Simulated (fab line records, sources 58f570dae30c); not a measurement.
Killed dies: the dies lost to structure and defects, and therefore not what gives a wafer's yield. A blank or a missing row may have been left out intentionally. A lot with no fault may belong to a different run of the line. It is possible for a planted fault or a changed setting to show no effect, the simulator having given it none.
8D (eight disciplines) problem report, filled in by code ; flow berkeley cmos170 ; the parts of the form that need people (team, actions taken, sign-off) are left out

== 1. THE ISSUE ==
UCB170_M1_ETCH_11, chamber pressure mTorr: mean 23.983 mTorr on 2 wafers (1 lot); fault-free wafers 30.000 mTorr, standard deviation 0.027. That is -99 or more standard deviations from the usual mean.
The step: etches BARC in N2/H2.
The first sign was on wafer L902.2 at day 10 02:07, on rie diel-01. At this step, 39 wafers from 13 lots have a number in the record. By rule, "out" or "out of limits" means more than 4 standard deviations away from the usual mean. The other wafers with a number count as sound.

== 2. WHAT IT IS, WHAT IT ISN'T ==
question;is;is not
which readings at this step;chamber pressure mTorr;drypump motor current A, throttle valve pct
which lots;L902;L886, L887, L888, L891, L892, L893, L894, L896, L899, L900, L907, L909
which wafers of those lots;L902.2, L902.6;L902.4
read on which tools;rie diel-01;rie diel-03, rie diel-04
when;from day 10 02:07;"up to then (31 sound wafers); but 6 sound wafers of L907, L909 came after"

== 3. WHAT RULES OUT EACH SUSPECT ==
Counting: any tool at a process step up to the reading remains a suspect provided it ran every lot that is out. Sound lots after the first of them don't rule it out here, since some wafers of a struck lot are sound.
- plasma asher-03 at UCB170_GATE_STRIP_16 (strips in O2): kept. It ran the lot that is out, L902 (day 9 05:54); its last sound lot up to then is L888 (day 6 06:34).
- rtp anneal-01 at UCB170_SDANNEAL_RTA_00 (time 10 s): kept. It ran the lot that is out, L902 (day 9 19:13); its last sound lot up to then is L899 (day 9 02:30).
- rie diel-01 at UCB170_M1_ETCH_11 (etches BARC in N2/H2): kept. It ran the lot that is out, L902 (day 10 02:07); its last sound lot up to then is L896 (day 8 23:43). Its own readings are out on those wafers: chamber pressure mTorr.
- Within rie diel-01 at UCB170_M1_ETCH_11: the wafers that are out ran in chamber 1; their sound lot-mates ran in chamber 0.
Still standing after the count: plasma asher-03 at UCB170_GATE_STRIP_16, rtp anneal-01 at UCB170_SDANNEAL_RTA_00, rie diel-01 at UCB170_M1_ETCH_11.

== 4. THE CAUSE (what the simulator had put in) ==
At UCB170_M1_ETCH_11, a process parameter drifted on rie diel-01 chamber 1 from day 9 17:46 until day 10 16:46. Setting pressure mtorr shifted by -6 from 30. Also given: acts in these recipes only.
Of the 3 suspects that counting leaves, this tool is one.

== 5. SEQUENCE OF EFFECTS, ordered by route ==
Each row: a reading where the mean over the struck wafers with a number is more than 3 standard deviations away from the usual. Only readings whose record carries a usual standard deviation are examined. hours: median over the lots of the time between each lot's start at the first step of this table that gives one and its start at this step. sigmas: the change, counted in usual standard deviations.
hours;step;reading;usual;on struck wafers;change;sigmas
0;UCB170_M1_ETCH_11;chamber pressure mTorr;30.000 mTorr;23.983;-6.017;-99 or more
It contains these process steps:
- UCB170_M1_ETCH_11: etches BARC in N2/H2.

== 6. HOW IT WOULD HAVE BEEN CAUGHT EARLIER ==
The fault began at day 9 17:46; the first out-of-limits reading in this record came at day 10 02:07, 8 hours later.
